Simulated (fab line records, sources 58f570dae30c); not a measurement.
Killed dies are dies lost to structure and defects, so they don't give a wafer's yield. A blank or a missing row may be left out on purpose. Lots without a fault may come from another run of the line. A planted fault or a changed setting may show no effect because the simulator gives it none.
fab line records | flow berkeley_cmos170
record lots=5 wafers=15 last_day=10
route steps=331 shown GATE@134 PLDD@145 NLDD@158 SPACER@171 PSD@175
lots that met no fault: from a run of the same line without faults
start_h: hours from the record's first day to the start of the lot's first wafer shown | wait_h: hours since the lot's step before | " the same as in the row above | L1.1+2: a row that stands for several wafers | - no value, or no start given | * or withheld: withheld | < > ~ a bound
route shown NAME@n: a module of which the file shows steps, and the number in the route of the first | usual: mean/standard deviation of fault-free wafers | same: alike in all rows | chamber/n: place in a boat | sites: the reading at each site | _std_site: their standard deviation | _edge_site: outer sites' mean less inner sites' | radius_mm: how far each site lies from the wafer's centre | mask NAME#n: copy n | behind: the tool/chamber that last shaped the wafer | hold: why the lot was held/for how many hours/how that ended | device: the transistor (n, p or np) that didn't switch | end of line: the same wafers' tests at the end of the route | a step without rows: its recipe alone | killed: dies lost to structure and defects at the first sort, not the wafer's yield | map: a wafer's dies, x killed, . not, _ none there
set.NAME: the setting as run; set.NAME@STEP: as run at that earlier step | model.NAME: the simulator's own value behind a step, which no gauge read
lots at some steps of the route; a table a step, a row a wafer
services: from which hour (start_h, from the record's first day; less than 0 if before it) a tool's chamber was out of use, for how many hours, and why
## steps
# step UCB170_GATE_SOFTBAKE_08
# recipe resist=KrF temp_c=130 time_s=60
# columns lot.wafer tool chamber start_h wait_h
L078.2+4+6 litho_track-01 0 - -
L080.2+3+6 litho_track-01 0 - -
L083.1+4+5 litho_track-02 0 - -
L085.1+3+6 litho_track-02 0 - -
L089.1+4+5 litho_track-02 0 - -
# step UCB170_GATE_EXPOSE_09
# recipe mask_id=POLY target_cd_nm=350 na=0.5 sigma_outer=0.6 source_shape=conventional dose_mj=21
# columns lot.wafer tool chamber start_h wait_h mask
L078.2+4+6 krf_scanner-01 0 140.65 - POLY#0
L080.2+3+6 krf_scanner-02 0 144.98 - POLY#0
L083.1+4+5 krf_scanner-01 0 167.41 - POLY#0
L085.1+3+6 krf_scanner-02 0 193.89 - POLY#0
L089.1+4+5 krf_scanner-02 0 194.49 - POLY#0
# step UCB170_GATE_PEB_10
# recipe peb_temp_c=130 peb_time_s=withheld resist=KrF
# columns lot.wafer tool chamber start_h wait_h
L078.2+4+6 litho_track-01 0 141.08 0.4
L080.2+3+6 litho_track-04 0 145.10 0.1
L083.1+4+5 litho_track-01 0 167.53 0.1
L085.1+3+6 litho_track-02 0 194.21 0.3
L089.1+4+5 litho_track-02 0 194.61 0.1
# step UCB170_GATE_DEVELOP_11
# recipe developer=TMAH develop_time_s=45 resist=KrF dev_temp_c=20.34
# columns lot.wafer tool chamber start_h wait_h
L078.2+4+6 litho_track-01 0 - -
L080.2+3+6 litho_track-04 0 - -
L083.1+4+5 litho_track-01 0 - -
L085.1+3+6 litho_track-02 0 - -
L089.1+4+5 litho_track-02 0 - -
# step UCB170_GATE_CD_MEAS_12
# recipe target_cd_nm=350
# usual cd_nm=350.5/1.2
# columns lot.wafer tool chamber start_h wait_h cd_nm
L078.2 cd_sem-01 - 141.35 - 350.7
L078.4 " - " " 348.6
L078.6 " - " " 349.6
L080.2 cd_sem-02 - 145.37 - 351.6
L080.3 " - " " 351.0
L080.6 " - " " 351.6
L083.1 cd_sem-01 - 167.81 - 349.5
L083.4 " - " " 348.5
L083.5 " - " " 347.9
L085.1 cd_sem-02 - 194.49 - 350.4
L085.3 " - " " 348.8
L085.6 " - " " 348.9
L089.1 cd_sem-01 - 194.94 - 352.3
L089.4 " - " " 352.5
L089.5 " - " " 351.3
# step UCB170_GATE_OVL_MEAS_13
# usual GATE_OVL=0/6.9
# columns lot.wafer tool chamber start_h wait_h GATE_OVL[nm]
L078.2 overlay-02 - 141.46 0.1 2
L078.4 " - " " 2
L078.6 " - " " 9
L080.2 overlay-01 - 145.47 0.1 0
L080.3 " - " " -1
L080.6 " - " " -14
L083.1 overlay-01 - 167.93 0.1 23
L083.4 " - " " 15
L083.5 " - " " 19
L085.1 overlay-01 - 194.61 0.1 -8
L085.3 " - " " -4
L085.6 " - " " -6
L089.1 overlay-02 - 195.06 0.1 -1
L089.4 " - " " 5
L089.5 " - " " 4
# step UCB170_GATE_ETCH_14
# recipe chemistry=N2/H2 target_depth_a=withheld overetch_a=withheld target=BARC time_s=withheld source_w=500 bias_w=100 pressure_mtorr=30 n2_flow_sccm=100 h2_flow_sccm=200
# usual drypump_motor_current_A=5.9/0.45 oes_product_au=1.010/0.023 throttle_valve_pct=13.25/0.25
# columns lot.wafer tool chamber start_h wait_h drypump_motor_current_A oes_product_au throttle_valve_pct
L078.2 rie_diel-02 1 141.49 0.0 5.6 1.022 12.94
L078.4 " 1 " " 5.6 1.029 12.94
L078.6 " 2 " " 5.5 0.990 13.74
L080.2 rie_diel-04 2 145.50 0.0 5.3 1.027 13.30
L080.3 " 0 " " 6.5 1.056 13.20
L080.6 " 1 " " 6.5 0.979 13.30
L083.1 rie_diel-04 0 167.96 0.0 6.5 1.053 13.21
L083.4 " 1 " " 6.4 0.981 13.30
L083.5 " 0 " " 6.5 1.057 13.20
L085.1 rie_diel-04 2 194.65 0.0 5.3 1.040 13.32
L085.3 " 0 " " 6.5 1.050 13.21
L085.6 " 0 " " 6.5 1.044 13.20
L089.1 rie_diel-01 0 195.09 0.0 5.9 1.010 13.34
L089.4 " 2 " " 5.5 1.020 13.18
L089.5 " 0 " " 5.9 1.000 13.35
# step UCB170_GATE_ETCH_15
# recipe chemistry=HBr/Cl2 target=poly-Si stop_on=SiO2 over_etch_frac=0.3 icp_w=300 bias_w=150 time_s=56.3 pressure_mtorr=15 HBr_flow_sccm=150 Cl2_flow_sccm=50 target_depth_a=2782
# usual drypump_motor_current_A=5.6/0.31 oes_product_au=0.826/0.016 throttle_valve_pct=26.49/0.28
# columns lot.wafer tool chamber start_h wait_h drypump_motor_current_A oes_product_au rf_hours_counter_h throttle_valve_pct
L078.2 rie_si-01 3 141.53 - 5.7 0.845 70 26.36
L078.4 " 0 " " 6.0 0.852 2 26.62
L078.6 " 1 " " 5.1 0.815 - 26.32
L080.2 rie_si-02 0 145.55 - 5.8 0.826 1 26.58
L080.3 " 1 " " 5.5 0.800 1 25.95
L080.6 " 3 " " 5.2 0.812 - 26.82
L083.1 rie_si-01 2 168.00 - 6.1 0.843 116 26.64
L083.4 " 3 " " 5.7 0.844 71 26.36
L083.5 " 2 " " 6.1 0.835 - 26.65
L085.1 rie_si-02 2 194.70 - 5.4 0.836 0 26.79
L085.3 " 3 " " 5.2 0.819 107 26.82
L085.6 " 1 " " 5.4 0.804 - 25.97
L089.1 rie_si-02 1 195.13 - 5.4 0.802 1 25.96
L089.4 " 2 " " 5.5 0.829 0 26.76
L089.5 " 1 " " 5.4 0.799 - 25.96
# step UCB170_GATE_STRIP_16
# recipe chemistry=O2 power_w=400 pressure_mtorr=3500 platen_temp_c=withheld o2_flow_sccm=400 overash_fraction=0.5
# usual drypump_motor_current_A=5.5/0.43 oes_product_au=0.725/0.0051
# columns lot.wafer tool chamber start_h wait_h drypump_motor_current_A oes_product_au rf_hours_counter_h
L078.2 plasma_asher-04 0 141.58 0.0 5.6 0.728 33
L078.4 " 0 " " 5.6 0.729 -
L078.6 " 0 " " 5.6 0.734 -
L080.2 plasma_asher-04 1 145.59 0.0 5.8 0.718 34
L080.3 " 0 " " 5.6 0.720 -
L080.6 " 1 " " 5.8 0.724 -
L083.1 plasma_asher-02 0 168.05 0.0 5.7 0.730 47
L083.4 " 1 " " 6.0 0.723 -
L083.5 " 0 " " 5.7 0.731 -
L085.1 plasma_asher-03 0 194.75 0.0 5.1 0.730 48
L085.3 " 1 " " 4.8 0.728 -
L085.6 " 0 " " 5.1 0.727 -
L089.1 plasma_asher-03 0 195.18 0.0 5.1 0.717 48
L089.4 " 0 " " 5.1 0.725 -
L089.5 " 0 " " 5.1 0.730 -
# step UCB170_GATE_CD_MEAS_90
# recipe target_cd_nm=350
# usual cd_nm=350.3/1.4
# columns lot.wafer tool chamber start_h wait_h cd_nm
L078.2 cd_sem-02 - 141.70 0.1 350.6
L078.4 " - " " 349.2
L078.6 " - " " 349.5
L080.2 cd_sem-01 - 145.71 0.1 351.9
L080.3 " - " " 350.4
L080.6 " - " " 351.8
L083.1 cd_sem-02 - 168.19 0.1 348.7
L083.4 " - " " 348.4
L083.5 " - " " 347.7
L085.1 cd_sem-02 - 194.85 0.1 349.6
L085.3 " - " " 349.3
L085.6 " - " " 348.7
L089.1 cd_sem-01 - 195.28 0.1 352.1
L089.4 " - " " 351.8
L089.5 " - " " 351.8
# step UCB170_GATE_CLEAN_17
# recipe chemistry=SPM temp_c=120 time_s=600
# columns lot.wafer tool chamber start_h wait_h
L078.2+4+6 wet_bench-02 3 141.80 0.1
L080.2+3+6 wet_bench-01 1 145.81 0.1
L083.1+4+5 wet_bench-01 2 168.31 0.1
L085.1+3+6 wet_bench-02 3 195.23 0.4
L089.1+4+5 wet_bench-01 0 195.40 0.1
# step UCB170_PLDD_HMDS_00
# recipe prime_time_s=60 prime_temp_c=100
# same prime_time_s=60
# columns lot.wafer tool chamber start_h wait_h
L078.2+4+6 litho_track-03 0 142.67 0.7
L080.2+3+6 litho_track-04 0 146.10 0.1
L083.1+4+5 litho_track-03 0 168.48 0.0
L085.1+3+6 litho_track-04 0 195.80 0.4
L089.1+4+5 litho_track-04 0 196.53 0.7
# step UCB170_PLDD_COAT_01
# recipe resist=KrF spin_rpm=1500 resist_thk_nm=900
# columns lot.wafer tool chamber start_h wait_h
L078.2+4+6 litho_track-03 0 142.82 0.1
L080.2+3+6 litho_track-04 0 146.25 0.1
L083.1+4+5 litho_track-03 0 168.63 0.1
L085.1+3+6 litho_track-04 0 195.95 0.1
L089.1+4+5 litho_track-04 0 196.68 0.1
# step UCB170_PLDD_SOFTBAKE_02
# recipe resist=KrF temp_c=130 time_s=60
# columns lot.wafer tool chamber start_h wait_h
L078.2+4+6 litho_track-03 0 142.97 0.1
L080.2+3+6 litho_track-04 0 146.40 0.1
L083.1+4+5 litho_track-03 0 168.78 0.1
L085.1+3+6 litho_track-04 0 196.10 0.1
L089.1+4+5 litho_track-04 0 196.83 0.1
# step UCB170_PLDD_EXPOSE_03
# recipe mask_id=PSELECT na=0.5 sigma_outer=0.6 source_shape=conventional target_cd_nm=1200 dose_mj=30
# columns lot.wafer tool chamber start_h wait_h mask
L078.2+4+6 krf_scanner-01 0 143.24 0.2 PSELECT#0
L080.2+3+6 krf_scanner-02 0 146.67 0.2 PSELECT#0
L083.1+4+5 krf_scanner-02 0 169.06 0.2 PSELECT#0
L085.1+3+6 krf_scanner-02 0 196.48 0.3 PSELECT#0
L089.1+4+5 krf_scanner-01 0 197.29 0.4 PSELECT#0
# step UCB170_PLDD_PEB_04
# recipe peb_temp_c=130 peb_time_s=withheld resist=KrF
# columns lot.wafer tool chamber start_h wait_h
L078.2+4+6 litho_track-01 0 143.98 0.7
L080.2+3+6 litho_track-03 0 146.90 0.2
L083.1+4+5 litho_track-01 0 169.21 0.1
L085.1+3+6 litho_track-03 0 197.19 0.7
L089.1+4+5 litho_track-01 0 197.68 0.4
# step UCB170_PLDD_DEVELOP_05
# recipe developer=TMAH develop_time_s=45 resist=KrF dev_temp_c=21
# columns lot.wafer tool chamber start_h wait_h
L078.2+4+6 litho_track-01 0 - -
L080.2+3+6 litho_track-03 0 - -
L083.1+4+5 litho_track-01 0 - -
L085.1+3+6 litho_track-03 0 - -
L089.1+4+5 litho_track-01 0 - -
# step UCB170_PLDD_CD_MEAS_06
# recipe target_cd_nm=1200
# usual cd_nm=1199.3/1.6
# columns lot.wafer tool chamber start_h wait_h cd_nm
L078.2 cd_sem-02 - 144.25 - 1203.6
L078.4 " - " " 1203.5
L078.6 " - " " 1202.5
L080.2 cd_sem-02 - 147.19 - 1201.7
L080.3 " - " " 1200.1
L080.6 " - " " 1198.7
L083.1 cd_sem-01 - 169.48 - 1199.9
L083.4 " - " " 1199.1
L083.5 " - " " 1201.4
L085.1 cd_sem-01 - 197.46 - 1199.6
L085.3 " - " " 1199.7
L085.6 " - " " 1199.5
L089.1 cd_sem-02 - 197.95 - 1198.3
L089.4 " - " " 1197.1
L089.5 " - " " 1198.0
# step UCB170_PLDD_OVL_MEAS_07
# usual PLDD_OVL=4/5.1
# columns lot.wafer tool chamber start_h wait_h PLDD_OVL[nm]
L078.2 overlay-01 - 144.36 0.1 -3
L078.4 " - " " 10
L078.6 " - " " 10
L080.2 overlay-01 - 147.29 0.1 1
L080.3 " - " " -2
L080.6 " - " " 4
L083.1 overlay-02 - 169.60 0.1 6
L083.4 " - " " 9
L083.5 " - " " 0
L085.1 overlay-01 - 197.58 0.1 3
L085.3 " - " " 10
L085.6 " - " " 3
L089.1 overlay-02 - 198.07 0.1 5
L089.4 " - " " 4
L089.5 " - " " 6
# step UCB170_PLDD_IMPLANT_08
# recipe species=BF2 dose_cm2=5e+13 energy_kev=10 tilt_deg=7 rotation_deg=0
# usual beam_energy_keV=10.000/0.0033
# columns lot.wafer tool chamber start_h wait_h beam_energy_keV
L078.2 implanter-01 0 144.41 0.0 10.004
L078.4 " 0 " " 9.998
L078.6 " 0 " " 10.004
L080.2 implanter-02 0 147.35 0.0 10.002
L080.3 " 0 " " 9.999
L080.6 " 0 " " 9.996
L083.1 implanter-04 0 169.64 0.0 9.996
L083.4 " 0 " " 10.000
L083.5 " 0 " " 9.998
L085.1 implanter-04 0 197.62 0.0 9.994
L085.3 " 0 " " 10.002
L085.6 " 0 " " 9.996
L089.1 implanter-04 0 198.11 0.0 9.998
L089.4 " 0 " " 9.998
L089.5 " 0 " " 9.998
# step UCB170_PLDD_IMPLANT_09
# recipe species=BF2 dose_cm2=5e+13 energy_kev=10 tilt_deg=7 rotation_deg=180
# usual beam_energy_keV=9.999/0.0031
# columns lot.wafer tool chamber start_h wait_h beam_energy_keV
L078.2 implanter-01 0 144.56 0.1 10.001
L078.4 " 0 " " 9.999
L078.6 " 0 " " 9.999
L080.2 implanter-02 0 147.50 0.1 10.000
L080.3 " 0 " " 9.999
L080.6 " 0 " " 9.999
L083.1 implanter-04 0 169.79 0.1 10.004
L083.4 " 0 " " 9.998
L083.5 " 0 " " 9.997
L085.1 implanter-04 0 197.77 0.1 9.998
L085.3 " 0 " " 10.001
L085.6 " 0 " " 9.994
L089.1 implanter-04 0 198.26 0.1 10.001
L089.4 " 0 " " 10.005
L089.5 " 0 " " 10.002
# step UCB170_PLDD_STRIP_10
# recipe chemistry=O2 power_w=400 pressure_mtorr=3500 platen_temp_c=withheld o2_flow_sccm=400 overash_fraction=0.5
# usual drypump_motor_current_A=5.7/0.35 oes_product_au=0.734/0.0042 strip_time_to_endpoint_s=21.61/0.079
# columns lot.wafer tool chamber start_h wait_h drypump_motor_current_A oes_product_au rf_hours_counter_h strip_time_to_endpoint_s
L078.2 plasma_asher-01 1 144.69 0.1 6.0 0.736 4 21.57
L078.4 " 1 " " 6.0 0.736 - 21.59
L078.6 " 0 " " 5.9 0.732 - 21.57
L080.2 plasma_asher-04 0 147.62 0.1 5.6 0.739 35 21.73
L080.3 " 1 " " 5.8 0.732 - 21.68
L080.6 " 1 " " 5.8 0.732 - 21.74
L083.1 plasma_asher-04 0 169.94 0.1 5.6 0.731 37 21.62
L083.4 " 1 " " 5.8 0.730 - 21.54
L083.5 " 0 " " 5.7 0.731 - 21.55
L085.1 plasma_asher-04 0 197.92 0.1 5.6 0.733 40 21.72
L085.3 " 0 " " 5.6 0.735 - 21.64
L085.6 " 1 " " 5.8 0.730 - 21.62
L089.1 plasma_asher-04 1 198.41 0.1 5.8 0.739 40 21.76
L089.4 " 0 " " 5.7 0.739 - 21.64
L089.5 " 1 " " 5.8 0.731 - 21.62
# step UCB170_PLDD_TW_MEAS_11
# usual PLDD_TW=1010/7.4
# columns lot.wafer tool chamber start_h wait_h PLDD_TW
L078.2 film_metro-02 - 144.80 0.1 1027
L078.4 " - " " 1021
L078.6 " - " " 1023
L080.2 film_metro-01 - 147.73 0.1 1005
L080.3 " - " " 1002
L080.6 " - " " 997
L083.1 film_metro-03 - 170.09 0.1 1003
L083.4 " - " " 1006
L083.5 " - " " 1006
L085.1 film_metro-01 - 198.02 0.1 1009
L085.3 " - " " 1007
L085.6 " - " " 1012
L089.1 film_metro-01 - 198.51 0.1 1008
L089.4 " - " " 1008
L089.5 " - " " 1009
# step UCB170_PLDD_CLEAN_12
# recipe chemistry=SPM temp_c=120 time_s=600
# columns lot.wafer tool chamber start_h wait_h
L078.2+4+6 wet_bench-01 0 145.00 0.2
L080.2+3+6 wet_bench-01 1 147.81 0.1
L083.1+4+5 wet_bench-01 3 170.15 0.1
L085.1+3+6 wet_bench-01 3 198.08 0.1
L089.1+4+5 wet_bench-01 0 198.57 0.1
# step UCB170_NLDD_HMDS_00
# recipe prime_time_s=60 prime_temp_c=100
# same prime_time_s=60
# columns lot.wafer tool chamber start_h wait_h
L078.2+4+6 litho_track-02 0 145.35 0.2
L080.2+3+6 litho_track-04 0 148.01 0.0
L083.1+4+5 litho_track-03 0 170.33 0.0
L085.1+3+6 litho_track-04 0 198.78 0.3
L089.1+4+5 litho_track-04 0 199.50 0.5
# step UCB170_NLDD_COAT_01
# recipe resist=KrF spin_rpm=1500 resist_thk_nm=900
# columns lot.wafer tool chamber start_h wait_h
L078.2+4+6 litho_track-02 0 145.50 0.1
L080.2+3+6 litho_track-04 0 148.16 0.1
L083.1+4+5 litho_track-03 0 170.48 0.1
L085.1+3+6 litho_track-04 0 198.93 0.1
L089.1+4+5 litho_track-04 0 199.65 0.1
# step UCB170_NLDD_SOFTBAKE_02
# recipe resist=KrF temp_c=130 time_s=60
# columns lot.wafer tool chamber start_h wait_h
L078.2+4+6 litho_track-02 0 145.65 0.1
L080.2+3+6 litho_track-04 0 148.31 0.1
L083.1+4+5 litho_track-03 0 170.63 0.1
L085.1+3+6 litho_track-04 0 199.08 0.1
L089.1+4+5 litho_track-04 0 199.80 0.1
# step UCB170_NLDD_EXPOSE_03
# recipe mask_id=NSELECT na=0.5 sigma_outer=0.6 source_shape=conventional target_cd_nm=1200 dose_mj=30
# columns lot.wafer tool chamber start_h wait_h mask
L078.2+4+6 krf_scanner-01 0 145.79 0.1 NSELECT#0
L080.2+3+6 krf_scanner-02 0 148.58 0.2 NSELECT#0
L083.1+4+5 krf_scanner-02 0 170.90 0.2 NSELECT#0
L085.1+3+6 krf_scanner-02 0 199.43 0.3 NSELECT#0
L089.1+4+5 krf_scanner-02 0 199.95 0.1 NSELECT#0
# step UCB170_NLDD_PEB_04
# recipe peb_temp_c=130 peb_time_s=withheld resist=KrF
# columns lot.wafer tool chamber start_h wait_h
L078.2+4+6 litho_track-03 0 146.07 0.3
L080.2+3+6 litho_track-03 0 148.71 0.1
L083.1+4+5 litho_track-03 0 171.23 0.3
L085.1+3+6 litho_track-02 0 200.19 0.7
L089.1+4+5 litho_track-04 0 200.40 0.4
# step UCB170_NLDD_DEVELOP_05
# recipe developer=TMAH develop_time_s=45 resist=KrF dev_temp_c=21
# columns lot.wafer tool chamber start_h wait_h
L078.2+4+6 litho_track-03 0 - -
L080.2+3+6 litho_track-03 0 - -
L083.1+4+5 litho_track-03 0 - -
L085.1+3+6 litho_track-02 0 - -
L089.1+4+5 litho_track-04 0 - -
# step UCB170_NLDD_CD_MEAS_06
# recipe target_cd_nm=1200
# usual cd_nm=1199.3/1
# columns lot.wafer tool chamber start_h wait_h cd_nm
L078.2 cd_sem-01 - 146.34 - 1199.7
L078.4 " - " " 1199.1
L078.6 " - " " 1201.2
L080.2 cd_sem-01 - 148.98 - 1198.6
L080.3 " - " " 1199.1
L080.6 " - " " 1198.6
L083.1 cd_sem-02 - 171.50 - 1198.2
L083.4 " - " " 1198.8
L083.5 " - " " 1198.4
L085.1 cd_sem-02 - 200.47 - 1200.1
L085.3 " - " " 1198.9
L085.6 " - " " 1198.9
L089.1 cd_sem-02 - 200.68 - 1200.7
L089.4 " - " " 1199.9
L089.5 " - " " 1200.1
# step UCB170_NLDD_OVL_MEAS_07
# usual NLDD_OVL=-4/6.1
# columns lot.wafer tool chamber start_h wait_h NLDD_OVL[nm]
L078.2 overlay-01 - 146.45 0.1 -3
L078.4 " - " " 2
L078.6 " - " " 1
L080.2 overlay-01 - 149.09 0.1 -5
L080.3 " - " " -12
L080.6 " - " " 0
L083.1 overlay-01 - 171.62 0.1 -12
L083.4 " - " " -8
L083.5 " - " " -6
L085.1 overlay-02 - 200.59 0.1 -10
L085.3 " - " " -7
L085.6 " - " " -2
L089.1 overlay-01 - 200.80 0.1 -11
L089.4 " - " " -7
L089.5 " - " " -20
# step UCB170_NLDD_IMPLANT_08
# recipe species=As dose_cm2=5e+13 energy_kev=30 tilt_deg=6.691 rotation_deg=0
# usual beam_energy_keV=30.000/0.01
# columns lot.wafer tool chamber start_h wait_h beam_energy_keV
L078.2 implanter-01 0 146.50 0.0 30.007
L078.4 " 0 " " 30.014
L078.6 " 0 " " 30.001
L080.2 implanter-04 0 149.14 0.0 29.988
L080.3 " 0 " " 29.984
L080.6 " 0 " " 30.003
L083.1 implanter-01 0 171.66 0.0 30.005
L083.4 " 0 " " 29.997
L083.5 " 0 " " 30.002
L085.1 implanter-04 0 200.62 0.0 29.994
L085.3 " 0 " " 30.005
L085.6 " 0 " " 29.982
L089.1 implanter-03 0 200.84 0.0 29.998
L089.4 " 0 " " 30.012
L089.5 " 0 " " 30.002
# step UCB170_NLDD_IMPLANT_09
# recipe species=As dose_cm2=5e+13 energy_kev=30 tilt_deg=7 rotation_deg=180
# usual beam_energy_keV=30.000/0.0092
# columns lot.wafer tool chamber start_h wait_h beam_energy_keV
L078.2 implanter-01 0 146.65 0.1 30.008
L078.4 " 0 " " 29.992
L078.6 " 0 " " 30.007
L080.2 implanter-04 0 149.29 0.1 29.995
L080.3 " 0 " " 30.018
L080.6 " 0 " " 30.017
L083.1 implanter-01 0 171.81 0.1 30.012
L083.4 " 0 " " 29.994
L083.5 " 0 " " 29.998
L085.1 implanter-04 0 200.77 0.1 29.998
L085.3 " 0 " " 29.999
L085.6 " 0 " " 30.012
L089.1 implanter-03 0 200.99 0.1 29.992
L089.4 " 0 " " 29.996
L089.5 " 0 " " 29.996
# step UCB170_NLDD_STRIP_10
# recipe chemistry=O2 power_w=400 pressure_mtorr=3500 platen_temp_c=withheld o2_flow_sccm=400 overash_fraction=0.5
# usual drypump_motor_current_A=5.83/0.14 oes_product_au=0.734/0.005 strip_time_to_endpoint_s=21.61/0.06
# columns lot.wafer tool chamber start_h wait_h drypump_motor_current_A oes_product_au rf_hours_counter_h strip_time_to_endpoint_s
L078.2 plasma_asher-02 0 146.78 0.1 5.69 0.739 44 21.67
L078.4 " 0 " " 5.67 0.733 - 21.70
L078.6 " 1 " " 6.00 0.736 - 21.63
L080.2 plasma_asher-04 0 149.42 0.1 5.63 0.733 35 21.61
L080.3 " 0 " " 5.64 0.736 - 21.65
L080.6 " 1 " " 5.76 0.727 - 21.66
L083.1 plasma_asher-02 0 171.96 0.1 5.74 0.731 47 21.69
L083.4 " 1 " " 6.00 0.733 - 21.68
L083.5 " 1 " " 6.00 0.730 - 21.74
L085.1 plasma_asher-01 1 200.92 0.1 5.98 0.735 10 21.53
L085.3 " 1 " " 5.97 0.731 - 21.53
L085.6 " 1 " " 5.96 0.731 - 21.55
L089.1 plasma_asher-04 0 201.14 0.1 5.64 0.736 41 21.69
L089.4 " 0 " " 5.66 0.734 - 21.62
L089.5 " 1 " " 5.77 0.748 - 21.64
# step UCB170_NLDD_TW_MEAS_11
# usual NLDD_TW=2219/16
# columns lot.wafer tool chamber start_h wait_h NLDD_TW
L078.2 film_metro-02 - 146.89 0.1 2242
L078.4 " - " " 2234
L078.6 " - " " 2234
L080.2 film_metro-03 - 149.53 0.1 2224
L080.3 " - " " 2222
L080.6 " - " " 2217
L083.1 film_metro-02 - 172.06 0.1 2227
L083.4 " - " " 2220
L083.5 " - " " 2221
L085.1 film_metro-02 - 201.02 0.1 2232
L085.3 " - " " 2242
L085.6 " - " " 2227
L089.1 film_metro-01 - 201.24 0.1 2205
L089.4 " - " " 2211
L089.5 " - " " 2213
# step UCB170_NLDD_CLEAN_12
# recipe chemistry=SPM temp_c=120 time_s=600
# columns lot.wafer tool chamber start_h wait_h
L078.2+4+6 wet_bench-01 2 146.94 0.0
L080.2+3+6 wet_bench-04 0 149.58 0.0
L083.1+4+5 wet_bench-03 0 173.33 1.3
L085.1+3+6 wet_bench-04 1 201.13 0.1
L089.1+4+5 wet_bench-01 2 201.64 0.4
# step UCB170_SPACER_CVD_00
# recipe material=SiO2 target_thk_nm=376 temp_c=390 precursor=TEOS/O2 time_s=47 rf_w=550 pressure_mtorr=9000
# usual heater_power_w=271/47 pressure_mtorr=9001/18
# columns lot.wafer tool chamber start_h wait_h heater_power_w pressure_mtorr
L078.2 pecvd-02 0 147.11 0.0 338 9026
L078.4 " 1 " " 243 9003
L078.6 " 0 " " 336 9017
L080.2 pecvd-03 2 149.93 0.0 333 8988
L080.3 " 1 " " 298 8990
L080.6 " 0 " " 186 9006
L083.1 pecvd-02 0 173.68 0.0 354 9033
L083.4 " 2 " " 304 8965
L083.5 " 1 " " 291 9010
L085.1 pecvd-03 2 201.34 0.0 327 9009
L085.3 " 2 " " 334 9014
L085.6 " 0 " " 205 9007
L089.1 pecvd-01 1 202.02 0.0 238 9004
L089.4 " 2 " " 297 9004
L089.5 " 1 " " 253 8966
# step UCB170_SPACER_THK_MEAS_01
# recipe reads=SiO2_of_SPACER_CVD_00
# usual SPACER_TEOS_THK=376/5
# columns lot.wafer tool chamber start_h wait_h SPACER_TEOS_THK[nm]
L078.2 film_metro-04 - 147.16 0.0 373
L078.4 " - " " 381
L078.6 " - " " 379
L080.2 film_metro-03 - 149.98 0.0 385
L080.3 " - " " 377
L080.6 " - " " 379
L083.1 film_metro-01 - 173.72 0.0 371
L083.4 " - " " 381
L083.5 " - " " 377
L085.1 film_metro-01 - 201.40 0.0 366
L085.3 " - " " 373
L085.6 " - " " 369
L089.1 film_metro-04 - 202.06 0.0 379
L089.4 " - " " 376
L089.5 " - " " 383
# step UCB170_SPACER_ANNEAL_02
# recipe temp_c=900 time_s=1800 ambient=N2
# columns lot.wafer tool chamber start_h wait_h
L078.2+4+6 furnace-04 0 148.55 1.4
L080.2+3+6 furnace-01 0 152.77 2.8
L083.1+4+5 furnace-02 0 176.31 2.6
L085.1+3+6 furnace-02 0 203.82 2.4
L089.1+4+5 furnace-02 0 203.82 1.8
# step UCB170_SPACER_ETCHBACK_03
# recipe stop_on=Si target=SiO2 chemistry=CHF3/CF4/Ar CHF3_flow_sccm=50 cf4_flow_sccm=10 Ar_flow_sccm=120 pressure_mtorr=200 rf_w=500 target_depth_a=3760 time_s=100
# usual drypump_motor_current_A=5.9/0.36 oes_product_au=0.904/0.014 throttle_valve_pct=6.47/0.12
# columns lot.wafer tool chamber start_h wait_h drypump_motor_current_A oes_product_au rf_hours_counter_h throttle_valve_pct
L078.2 rie_diel-03 2 150.05 0.0 6.3 0.907 13 6.36
L078.4 " 1 " " 5.2 0.900 - 6.58
L078.6 " 0 " " 5.7 0.906 - 6.67
L080.2 rie_diel-02 3 154.27 0.0 6.4 0.889 0 6.31
L080.3 " 0 " " 5.7 0.906 104 6.41
L080.6 " 2 " " 5.5 0.901 - 6.71
L083.1 rie_diel-03 2 177.81 0.0 6.3 0.907 15 6.32
L083.4 " 2 " " 6.3 0.931 - 6.34
L083.5 " 0 " " 5.8 0.911 - 6.66
L085.1 rie_diel-02 3 205.32 0.0 6.4 0.863 2 6.30
L085.3 " 2 " " 5.5 0.882 20 6.70
L085.6 " 3 " " 6.4 0.861 - 6.31
L089.1 rie_diel-03 2 205.40 0.1 6.3 0.921 16 6.35
L089.4 " 3 " " 6.3 0.892 - 6.36
L089.5 " 2 " " 6.3 0.926 - 6.34
# step UCB170_PSD_HMDS_00
# recipe prime_time_s=60 prime_temp_c=100
# same prime_time_s=60
# columns lot.wafer tool chamber start_h wait_h
L078.2+4+6 litho_track-02 0 150.14 0.1
L080.2+3+6 litho_track-01 0 154.36 0.1
L083.1+4+5 litho_track-02 0 177.88 0.0
L085.1+3+6 litho_track-01 0 205.85 0.5
L089.1+4+5 litho_track-02 0 205.90 0.5
# step UCB170_PSD_COAT_01
# recipe resist=KrF spin_rpm=1500 resist_thk_nm=900
# columns lot.wafer tool chamber start_h wait_h
L078.2+4+6 litho_track-02 0 150.29 0.1
L080.2+3+6 litho_track-01 0 154.51 0.1
L083.1+4+5 litho_track-02 0 178.03 0.1
L085.1+3+6 litho_track-01 0 206.00 0.1
L089.1+4+5 litho_track-02 0 206.05 0.1
# step UCB170_PSD_SOFTBAKE_02
# recipe resist=KrF temp_c=130 time_s=60
# columns lot.wafer tool chamber start_h wait_h
L078.2+4+6 litho_track-02 0 150.44 0.1
L080.2+3+6 litho_track-01 0 154.66 0.1
L083.1+4+5 litho_track-02 0 178.18 0.1
L085.1+3+6 litho_track-01 0 206.15 0.1
L089.1+4+5 litho_track-02 0 206.20 0.1
## services
# columns tool chamber start_h hours kind
plasma_asher-03 - 118.29 2.1 repair
rie_si-01 1 122.80 8.6 repair
krf_scanner-01 - 123.61 1.3 pm
rie_diel-04 - 128.33 0.6 repair
pecvd-03 - 135.50 14.0 pm
plasma_asher-03 - 137.25 7.3 repair
rie_diel-03 3 141.79 38.4 repair
plasma_asher-03 - 143.63 2.7 repair
implanter-04 - 143.81 3.7 pm
rie_diel-04 2 147.84 1.6 repair
wet_bench-01 - 148.45 3.7 repair
rie_diel-03 1 151.84 20.0 repair
krf_scanner-01 - 156.23 3.6 pm
rie_diel-04 2 157.10 15.3 repair
implanter-01 - 159.16 1.8 repair
rie_diel-02 2 169.75 3.6 repair
rie_diel-02 3 177.17 8.4 repair
plasma_asher-02 - 177.31 14.6 pm
krf_scanner-01 - 179.89 1.0 pm
rie_diel-03 - 179.98 0.2 repair
rie_diel-03 - 184.42 0.3 repair
krf_scanner-02 - 186.48 1.3 pm
rie_diel-02 0 189.04 50.2 repair
rie_si-02 1 204.17 3.4 repair
## key
fault none
